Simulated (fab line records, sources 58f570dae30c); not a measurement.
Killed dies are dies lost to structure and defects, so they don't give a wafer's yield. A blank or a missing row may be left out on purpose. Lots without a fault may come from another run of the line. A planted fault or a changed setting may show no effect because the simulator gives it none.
Which tool did it? | flow berkeley_cmos170 | 13 lots, 39 wafers sampled, at 4 steps of a route of 331

WHAT THE GAUGES READ, wafer by wafer
UCB170_SPACER_THK_MEAS_01. Usual: SPACER_TEOS_THK 376 nm, standard deviation 4.4.
lot  | measured     | on            | SPACER_TEOS_THK (nm) | flag
L619 | day 7 16:47  | film_metro-04 | 368 370 379          |
L620 | day 8 15:22  | film_metro-04 | 371 375 378          |
L621 | day 8 19:02  | film_metro-01 | 368 371 377          |
L622 | day 8 18:46  | film_metro-03 | 375 376 383          |
L623 | day 9 15:07  | film_metro-03 | 372 376 373          |
L624 | day 9 15:14  | film_metro-03 | 372 373 374          |
L633 | day 10 11:00 | film_metro-04 | 372 371 374          |
L634 | day 11 00:19 | film_metro-04 | 369 370 368          |
L635 | day 10 23:27 | film_metro-03 | 372 372 379          |
L636 | day 11 01:01 | film_metro-01 | 377 382 382          |
L639 | day 12 03:34 | film_metro-01 | 376 379 384          |
L640 | day 12 03:24 | film_metro-04 | 372 366 373          |
L641 | day 12 02:37 | film_metro-03 | 377 374 382          |

UCB170_SDANNEAL_RS_MEAS_05: measures by four-point-probe. Usual: NLDD_RS 616.0 ohm/sq, standard deviation 1.7.
lot  | measured     | on            | NLDD_RS (ohm/sq)  | flag
L619 | day 8 06:50  | film_metro-03 | 613.5 617.0 614.2 |
L620 | day 9 04:00  | film_metro-02 | 615.1 616.1 616.8 |
L621 | day 9 07:28  | film_metro-03 | 613.4 615.4 616.2 |
L622 | day 9 07:23  | film_metro-02 | 619.2 617.8 618.7 |
L623 | day 10 05:50 | film_metro-01 | 617.4 615.7 617.4 |
L624 | day 10 06:08 | film_metro-02 | 616.7 616.2 615.5 |
L633 | day 10 22:46 | film_metro-02 | 616.5 617.8 617.4 |
L634 | day 11 10:17 | film_metro-02 | 617.5 614.8 616.4 |
L635 | day 11 10:11 | film_metro-01 | 616.6 618.0 615.8 |
L636 | day 11 11:08 | film_metro-02 | 618.6 618.7 619.5 |
L639 | day 12 12:50 | film_metro-03 | 614.6 613.3 615.7 |
L640 | day 12 12:44 | film_metro-01 | 615.2 615.3 614.9 |
L641 | day 12 12:35 | film_metro-02 | 612.8 615.4 614.2 |

UCB170_V2_THK_MEAS_04. Usual: V2_POLISHED_THK 1000.4 nm, standard deviation 1.1.
lot  | measured     | on            | V2_POLISHED_THK (nm) | flag
L619 | day 9 00:47  | film_metro-03 | 999.6 999.6 999.2    |
L620 | day 10 01:47 | film_metro-03 | 999.8 998.0 1000.0   |
L621 | day 10 02:07 | film_metro-02 | 999.2 999.3 999.0    |
L622 | day 10 02:46 | film_metro-02 | 999.5 1000.1 1000.2  |
L623 | day 11 03:47 | film_metro-03 | 998.9 999.8 1000.4   |
L624 | day 11 04:20 | film_metro-03 | 998.6 998.1 999.8    |
L633 | day 11 23:51 | film_metro-03 | 1001.8 1001.2 1000.4 |
L634 | day 13 05:20 | film_metro-04 | 1001.5 999.8 1001.0  |
L635 | day 12 05:32 | film_metro-04 | 1000.4 1000.8 1000.6 |
L636 | day 13 06:46 | film_metro-03 | 998.0 1000.6 998.9   |
L639 | day 13 08:06 | film_metro-02 | 1001.9 999.6 1000.2  |
L640 | day 13 07:07 | film_metro-03 | 1000.4 1000.0 998.2  |
L641 | day 13 06:56 | film_metro-02 | 1001.4 1000.1 1002.0 |

WHICH TOOL RAN EACH LOT (tool, then ch and the chambers of the sampled wafers, then the start)
lot  | UCB170_ACTIVE_CLEAN_17
L619 | wet_bench-01 ch 2, day 5 14:17
L620 | wet_bench-04 ch 3, day 6 00:07
L621 | wet_bench-02 ch 3, day 6 08:22
L622 | wet_bench-02 ch 2, day 6 08:22
L623 | wet_bench-04 ch 2, day 6 17:17
L624 | wet_bench-04 ch 2, day 6 17:17
L633 | wet_bench-04 ch 1, day 7 19:13
L634 | wet_bench-01 ch 0, day 8 09:46
L635 | wet_bench-01 ch 2, day 8 09:46
L636 | wet_bench-01 ch 1, day 8 09:46
L639 | wet_bench-01 ch 1, day 9 10:38
L640 | wet_bench-01 ch 0, day 9 10:50
L641 | wet_bench-01 ch 3, day 9 15:12
- UCB170_ACTIVE_CLEAN_17: cleans in SPM, time 600 s.

WHAT THE TOOLS THEMSELVES READ (means of the sampled wafers that have a number; where no wafer has one, the mark that the record gives instead)
The record holds no such reading with a usual standard deviation.

THE ANSWER, worked out from the rows above alone
Rule: a lot is off if the mean of its wafers that have a number lies more than 3 standard deviations from the usual mean. A lot without any number at a reading at which 4 lots or more have one is off too. The other lots that the step has rows for count as sound. The gauges are gone through in route order, then the tools' own readings, and for those a lot's mean is taken as printed above. The first step at which some lot is off is used, and at that step the reading that is off furthest; a lot without a number counts as furthest.
No lot is off at any reading shown: from this, nothing can be told.

WHAT THE SIMULATOR HAD PUT IN
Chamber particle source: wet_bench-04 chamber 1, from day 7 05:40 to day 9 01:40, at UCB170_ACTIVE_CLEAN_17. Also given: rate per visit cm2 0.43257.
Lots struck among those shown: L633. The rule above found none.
